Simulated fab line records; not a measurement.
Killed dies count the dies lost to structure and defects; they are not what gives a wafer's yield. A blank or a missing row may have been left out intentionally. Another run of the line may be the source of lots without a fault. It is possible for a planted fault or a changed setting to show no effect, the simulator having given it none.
Matching of chambers :: flow berkeleyCmos170 :: UCB170_V2_CMP_02 on cmp-02: 4 sister chambers
The step polishes SiO2. 7 wafers are shown with their chamber, then 7 later ones without.

## WAFERS WITH THEIR CHAMBER
wafer: L271.5
chamber: 1
motorCurrentA (A): 16.3

wafer: L279.6
chamber: 0
motorCurrentA (A): 17.1

wafer: L282.4
chamber: 3
motorCurrentA (A): 13.8

wafer: L282.5
chamber: 2
motorCurrentA (A): 16.9

wafer: L282.6
chamber: 1
motorCurrentA (A): 15.1

wafer: L285.2
chamber: 0
motorCurrentA (A): 16.2

wafer: L285.4
chamber: 3
motorCurrentA (A): 13.8

## WAFERS WITH NO CHAMBER GIVEN
wafer: L285.5
motorCurrentA (A): 18.3

wafer: L291.1
motorCurrentA (A): 15.5

wafer: L291.2
motorCurrentA (A): 13.9

wafer: L291.3
motorCurrentA (A): 18.1

wafer: L292.1
motorCurrentA (A): 18.7

wafer: L292.4
motorCurrentA (A): 17.0

wafer: L292.5
motorCurrentA (A): 14.0

## EACH ONE'S CHAMBER
wafer: L285.5
from the rows above: can't be placed: 2 or 0 or 1
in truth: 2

wafer: L291.1
from the rows above: can't be placed: 1 or 0 or 2
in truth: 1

wafer: L291.2
from the rows above: 3
in truth: 3

wafer: L291.3
from the rows above: can't be placed: 2 or 0 or 1
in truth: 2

wafer: L292.1
from the rows above: can't be placed: 2 or 0 or 1
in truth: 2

wafer: L292.4
from the rows above: can't be placed: 2 or 0 or 1
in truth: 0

wafer: L292.5
from the rows above: 3
in truth: 3
Correct placement for 2 of the 7. Unplaceable from these rows: 5, with the true chamber sitting among the candidates in 5. Placed wrongly: 0.
How it was worked out, from the rows above alone: a wafer's distance from a chamber is the root of the sum, over the readings, of the square of ((its reading less the chamber's mean) divided by the reading's scatter). If the next closest chamber is less than 2 further off than the closest, the wafer can't be placed; otherwise it belongs to the closest. The mean given for a chamber averages the wafers shown for that chamber. How the scatter is found: for the shown wafers, subtract from each reading the mean of its chamber, square and add these, divide the total by (wafers less chambers), then take the root.
